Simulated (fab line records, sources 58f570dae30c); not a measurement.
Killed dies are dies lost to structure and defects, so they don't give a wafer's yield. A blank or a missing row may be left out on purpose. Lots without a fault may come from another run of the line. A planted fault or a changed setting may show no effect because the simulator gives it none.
Problem report in the 8D (eight disciplines) form, filled by code | flow berkeley_cmos170 | the parts of the form that need people (team, actions taken, sign-off) are left out

1. THE PROBLEM
GATE_POLY_THK at UCB170_GATE_THK_MEAS_05 reads a mean of 355.0 nm on 6 wafers of 2 lots; wafers without a fault read 213.7 nm with a standard deviation of 2.3. That is +61 standard deviations from the usual mean.
First seen on wafer L603.2, day 9 11:08, on film_metro-02. The record holds 42 wafers of 14 lots with a number at this step. Rule for "out", or "out of limits": more than 4 standard deviations from the usual mean. The other wafers with a number count as sound.

2. WHAT IT IS AND WHAT IT IS NOT
question                    | is                           | is not
which readings at this step | GATE_POLY_THK                | -
which lots                  | L603, L605                   | L587, L590, L591, L592, L593, L594, L595, L599, L606, L607, L608, L609
which wafers of those lots  | all that have a number       | -
read on which gauges        | film_metro-02, film_metro-03 | film_metro-01
when                        | from day 9 11:08             | up to then (24 sound wafers); but 12 sound wafers of L606, L607, L608, L609 came after

3. SUSPECTS, AND WHAT RULES EACH OUT
Counting: a tool at a process step up to the reading stays a suspect if it ran every lot that is out and no sound lot after the first of them.
- the gauge at UCB170_GATE_THK_MEAS_05: ruled out. The wafers that are out were read on 2 gauges (film_metro-02, film_metro-03).
- lpcvd-01 at UCB170_GATE_CVD_04 (deposits poly-Si from SiH4, time 1440 s, target thk 214 nm): kept. It ran every lot that is out, first L603 (day 9 09:43), and no sound lot after that; its last sound lot up to then is L591 (day 6 16:42).
Left after counting: lpcvd-01 at UCB170_GATE_CVD_04.

4. THE CAUSE (what the simulator had put in)
Process parameter drift: lpcvd-01, from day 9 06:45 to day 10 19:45, at UCB170_GATE_CVD_04. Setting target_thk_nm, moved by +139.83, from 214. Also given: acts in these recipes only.
Counting left only this tool.

5. THE CHAIN OF EFFECTS, in route order
Each row: a reading whose mean over the struck wafers that have a number lies more than 3 standard deviations from the usual. Only readings for which the record gives a usual standard deviation are gone through. hours: the time from each lot's start at the first step in this table that gives one to its start at this step, as a median over the lots. sigmas: the change in usual standard deviations.
hours | step                    | reading        | usual      | on struck wafers | change | sigmas
0     | UCB170_GATE_THK_MEAS_05 | GATE_POLY_THK  | 213.7 nm   | 355.0            | +141.3 | +61
1     | UCB170_GATE_ETCH_15     | oes_product_au | 0.828 a.u. | 0.994            | +0.166 | +17
The process steps in it:
- UCB170_GATE_ETCH_15: etches poly-Si in HBr/Cl2, stops on SiO2, time 56.3 s, target depth 278.2 nm.

6. WHAT WOULD HAVE CAUGHT IT SOONER
In this record the first reading out of limits at a measuring or inspecting step was taken at day 9 11:08, 4 hours after the fault began at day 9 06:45.
Of the tool readings at UCB170_GATE_CVD_04 for which the record gives a usual standard deviation, none was out on any struck wafer, so an alarm limit of 4 standard deviations on them would not have fired.
All the lots that are out (2) had begun UCB170_GATE_CVD_04 on lpcvd-01 by day 9 11:08. A hold on the tool at that time would have spared none of them.
